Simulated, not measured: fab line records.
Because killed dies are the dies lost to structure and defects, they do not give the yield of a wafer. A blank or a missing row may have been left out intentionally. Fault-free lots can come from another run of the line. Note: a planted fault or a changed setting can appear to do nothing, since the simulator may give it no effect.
Which tool was responsible?    flow rit-cmos    45 wafers sampled from 15 lots at 1 step of a route of 202

## WHAT THE GAUGES SHOWED, per wafer
Not one reading of a measure or inspect step in the record can be checked against a usual standard deviation.

## WHICH TOOL RAN EACH LOT (tool, then ch and the chambers of the sampled wafers, then the start)
lot   RIT_GATE_EXPOSE_13
L934  iline-stepper-01 ch 0, day 2 14:22
L936  iline-stepper-02 ch 0, day 3 05:58
L938  iline-stepper-01 ch 0, day 3 10:16
L939  iline-stepper-01 ch 0, day 3 14:31
L940  iline-stepper-01, day 4 02:07
L941  iline-stepper-02, day 4 03:47
L942  iline-stepper-01, day 4 07:37
L948  iline-stepper-02 ch 0, day 5 10:53
L950  iline-stepper-02 ch 0, day 5 19:40
L952  iline-stepper-01 ch 0, day 6 07:59
L953  iline-stepper-02 ch 0, day 6 11:38
L954  iline-stepper-02 ch 0, day 6 15:42
L955  iline-stepper-01 ch 0, day 6 22:36
L956  iline-stepper-02 ch 0, day 7 03:44
L957  iline-stepper-02 ch 0, day 7 07:14
- RIT_GATE_EXPOSE_13: exposes mask M6, target cd 150 nm.

## AS READ BY THE TOOLS THEMSELVES (means over the sampled wafers that have a number; for cases with no such wafer, the mark the record gives instead)
RIT_GATE_EXPOSE_13. Usual: exposure-dose-mJ-cm2 380.8, standard deviation 0.37; focus-offset-nm 0.1 nm, standard deviation 0.56.
lot   tool              exposure-dose-mJ-cm2  focus-offset-nm (nm)  flag
L934  iline-stepper-01  380.9                 0.5                   
L936  iline-stepper-02  380.4                 -0.7                  
L938  iline-stepper-01  380.6                 0.6                   
L939  iline-stepper-01  380.7                 -0.4                  
L940  iline-stepper-01  -                     -                     OFF
L941  iline-stepper-02  -                     -                     OFF
L942  iline-stepper-01  -                     -                     OFF
L948  iline-stepper-02  380.9                 0.0                   
L950  iline-stepper-02  380.7                 0.7                   
L952  iline-stepper-01  380.8                 0.4                   
L953  iline-stepper-02  381.2                 -0.1                  
L954  iline-stepper-02  380.8                 0.6                   
L955  iline-stepper-01  380.5                 0.2                   
L956  iline-stepper-02  380.8                 -0.5                  
L957  iline-stepper-02  380.7                 -0.0                  

## THE ANSWER, worked out from the rows above alone
Rule: take the mean of a lot's wafers that have a number; if it is more than 3 standard deviations from the usual mean, the lot is off. Also off: a lot with no number at a reading for which 4 or more lots have one. The other lots that the step has rows for count as sound. After the gauges, taken in route order, come the tools' own readings; for these a lot's mean is taken, as printed above. At the first step where some lot is off, the reading lying furthest off is the one used; lots without a number count as furthest.
Off: L940, L941, L942 (RIT_GATE_EXPOSE_13, exposure-dose-mJ-cm2). Without a number there: L940, L941, L942.
If a tool, at that step or one of the process steps before it, ran each lot that is off and ran no sound lot following the first of them, it fits. No candidate that was tried fits.

## WHAT THE SIMULATOR PUT IN
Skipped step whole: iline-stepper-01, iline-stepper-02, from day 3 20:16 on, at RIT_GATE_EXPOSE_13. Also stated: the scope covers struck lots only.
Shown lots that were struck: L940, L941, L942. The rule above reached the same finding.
